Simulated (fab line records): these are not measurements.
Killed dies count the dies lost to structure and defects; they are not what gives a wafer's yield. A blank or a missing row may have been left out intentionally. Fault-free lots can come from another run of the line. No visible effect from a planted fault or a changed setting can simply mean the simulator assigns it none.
fab line records -- flow ritCmos
[record] lots = 13, wafers = 39, lastDay = 7
route steps=202 shown CONTACT@168 M1@202
lots untouched by any fault: they come from a run of this same line in which no faults occurred
startH: hours from the record's first day to the start of the lot's first wafer shown -- waitH: hours since the lot's step before -- " repeats the value in the row above -- L1.1+2: a row that stands for several wafers -- - no value, or no start given -- * or withheld: withheld -- < > ~ a bound
route shown NAME@n: NAME is a module with steps in the file, n the number in the route of the first one -- usual: mean and standard deviation over wafers with no fault -- same: alike in all rows -- chamber/n: place in a boat -- sites: per-site readings -- _std_site: their standard deviation -- _edge_site: mean of outer sites minus mean of inner sites -- radiusMm: how far each site lies from the wafer's centre -- mask NAME#n: copy n -- behind: the tool/chamber that last shaped the wafer -- hold: what put the lot on hold/how long, in hours/how the hold closed -- device: whichever transistor did not switch (one of n, p or np) -- end of line: tests of these same wafers at the route's end -- step lacking rows: just its recipe -- killed: not the wafer's yield, but the dies lost to structure and defects at the first sort -- map: dies across one wafer; x = killed, . = not, _ = none there
set.NAME: the run value of the setting; set.NAME@STEP: its run value at that earlier step -- model.NAME: the simulator's own value behind a step, which no gauge read
route steps across a sampled set of lots; one table per step, one row per wafer
services: when a tool's chamber went out of use (startH, in hours from the record's first day, below 0 if earlier), for how many hours, and the reason
[[steps]]
[step RIT_CONTACT_CVD_00]
[recipe] material = SiO2, targetThkNm = 400, precursor = TEOS, tempC = 390, timeS = 61, rfW = 400
[usual] heaterPowerW = 308/63
[same] timeS = 61
lot.wafer,tool,chamber,startH,waitH,heaterPowerW
L462.4,pecvd-04,1,50.75,0.1,214
L462.5,pecvd-04,0,50.75,0.1,281
L462.6,pecvd-04,2,50.75,0.1,288
L463.2,pecvd-03,1,56.91,0.0,391
L463.5,pecvd-03,2,56.91,0.0,379
L463.6,pecvd-03,1,56.91,0.0,411
L464.2,pecvd-01,2,60.98,0.0,260
L464.4,pecvd-01,0,60.98,0.0,306
L464.5,pecvd-01,1,60.98,0.0,306
L465.1,pecvd-04,2,65.08,0.1,283
L465.5,pecvd-04,1,65.08,0.1,241
L465.6,pecvd-04,0,65.08,0.1,274
L466.1,pecvd-03,0,71.83,0.1,357
L466.4,pecvd-03,0,71.83,0.1,360
L466.6,pecvd-03,1,71.83,0.1,397
L467.1,pecvd-01,0,80.42,0.1,327
L467.4,pecvd-01,1,80.42,0.1,327
L467.6,pecvd-01,2,80.42,0.1,323
L468.3,pecvd-04,2,84.04,0.0,273
L468.5,pecvd-04,2,84.04,0.0,272
L468.6,pecvd-04,1,84.04,0.0,194
L477.1,pecvd-04,1,129.81,0.1,185
L477.2,pecvd-04,0,129.81,0.1,295
L477.5,pecvd-04,1,129.81,0.1,195
L479.2,pecvd-01,1,140.65,0.0,335
L479.5,pecvd-01,0,140.65,0.0,309
L479.6,pecvd-01,1,140.65,0.0,336
L481.1,pecvd-03,0,148.29,0.1,376
L481.2,pecvd-03,1,148.29,0.1,351
L481.3,pecvd-03,2,148.29,0.1,382
L482.1,pecvd-01,1,155.88,0.1,321
L482.2,pecvd-01,2,155.88,0.1,259
L482.3,pecvd-01,0,155.88,0.1,307
L484.1,pecvd-03,2,165.12,0.1,424
L484.2,pecvd-03,0,165.12,0.1,390
L484.5,pecvd-03,2,165.12,0.1,320
L485.1,pecvd-01,1,170.84,0.1,306
L485.2,pecvd-01,0,170.84,0.1,255
L485.4,pecvd-01,1,170.84,0.1,319
[step RIT_M1_PROBE_99]
[usual] killed_at_M0_to_M3 = 0.0/0.12, killedAtContacts = 0.1/0.24, killedAtFrontEnd = 7.1/3, killedDies = 7.2/3, killedOnRim = 1.9/1.4, killedOpen = 3.7/2, killedShort = 3.5/2
[same] grossDies = 264, killed_at_M4_up = 0, killedAtBackSide = 0, killedAtOther = 0
lot.wafer,tool,chamber,startH,waitH,killed_at_M0_to_M3,killedAtContacts,killedAtFrontEnd,killedDies,killedOnRim,killedOpen,killedShort
L468.3,prober-01,-,90.73,0.2,0,0,11,11,4,7,4
L468.5,prober-01,-,90.83,0.2,0,0,3,3,1,2,1
L468.6,prober-01,-,90.88,0.2,0,1,9,10,1,9,1
L477.1,prober-02,-,138.69,0.1,0,0,6,6,5,4,2
L477.2,prober-02,-,138.74,0.1,0,18,5,23,6,4,1
L477.5,prober-02,-,138.89,0.2,0,0,7,7,2,4,3
L479.2,prober-02,-,148.40,0.1,0,0,7,7,1,4,3
L479.5,prober-02,-,148.55,0.2,0,0,3,3,1,2,1
L479.6,prober-02,-,148.60,0.2,0,0,7,7,4,3,4
L481.1,prober-02,-,155.18,0.1,0,0,6,6,1,2,4
L481.2,prober-02,-,155.23,0.1,0,1,10,11,2,6,5
L481.3,prober-02,-,155.28,0.2,0,0,7,7,0,3,4
// killed by level:class
L468.3 FOX1:geometricParticle:open=2 GATE:geometricParticle:open=2 SPACER:geometricParticle:open=2 SPACER:geometricParticle:short=2 GATE:geometricParticle:short=1 REOX:geometricParticle:open=1 SILICIDE:geometricParticle:short=1
L468.5 GATE:geometricParticle:open=1 SPACER:geometricParticle:open=1 SILICIDE:geometricParticle:short=1
L468.6 FOX1:geometricParticle:open=3 FOX2:geometricParticle:open=2 GATE:geometricParticle:open=2 GATE:geometricParticle:short=1 SPACER:geometricParticle:open=1 CONTACT:geometricParticle:open=1
L477.1 GATE:geometricParticle:open=2 SPACER:geometricParticle:short=2 REOX:geometricParticle:open=1 SILICIDE:geometricParticle:open=1
L477.2 CONTACT:unspecified=18 GATE:geometricParticle:open=1 REOX:geometricParticle:open=1 REOX:geometricParticle:short=1 SPACER:geometricParticle:open=1 SILICIDE:geometricParticle:open=1
L477.5 GATE:geometricParticle:open=3 FOX1:geometricParticle:short=1 REOX:geometricParticle:open=1 SPACER:geometricParticle:short=1 SILICIDE:geometricParticle:short=1
L479.2 GATE:geometricParticle:short=2 FOX2:geometricParticle:open=1 FOX2:geometricParticle:short=1 GATE:geometricParticle:open=1 SPACER:geometricParticle:open=1 SILICIDE:geometricParticle:open=1
L479.5 GATE:geometricParticle:short=1 REOX:geometricParticle:open=1 SILICIDE:geometricParticle:open=1
L479.6 SILICIDE:geometricParticle:short=2 FOX1:geometricParticle:open=1 FOX2:geometricParticle:open=1 REOX:geometricParticle:open=1 REOX:geometricParticle:short=1 SPACER:geometricParticle:short=1
L481.1 REOX:geometricParticle:short=2 FOX2:geometricParticle:open=1 GATE:geometricParticle:short=1 SPACER:geometricParticle:open=1 SPACER:geometricParticle:short=1
L481.2 GATE:geometricParticle:open=4 GATE:geometricParticle:short=2 ACTIVE:geometricParticle:short=1 FOX1:geometricParticle:short=1 FOX1:geometricParticle:open=1 SPACER:geometricParticle:short=1 CONTACT:geometricParticle:open=1
L481.3 GATE:geometricParticle:short=2 GATE:geometricParticle:open=2 SPACER:geometricParticle:short=1 SILICIDE:geometricParticle:open=1 SILICIDE:geometricParticle:short=1
[[services]]
tool,chamber,startH,hours,kind
pecvd-01,0,92.19,3.4,repair
pecvd-03,2,160.20,4.1,repair
[[key]]
[firstSign] step = RIT_M1_PROBE_99, reading = killedAtContacts, direction = up, sigmas = 18, usual = 0.1, struck = 18
[effect] step = RIT_M1_PROBE_99, reading = killedDies, direction = up, sigmas = 5.3, usual = 7.2, struck = 23
metAt RIT_CONTACT_CVD_00
struckLots L477
struckWafers L477.2
testerLeftOut L477
onsetBetween 65.08 129.81
[fault] kind = chamberParticleSource, tool = pecvd-04, chamber = 0, onsetH = 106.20, steps = RIT_CONTACT_CVD_00, ratePerVisitCm2 = 0.44954, endH = 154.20
// testerLeftOut: of these lots the tester's yield and bins aren't shown, on N5 and GAA mostly nor the transistor test; their killed dies are dies lost to structure and defects alone, not to doping, threshold or leakage, so they don't give the yield
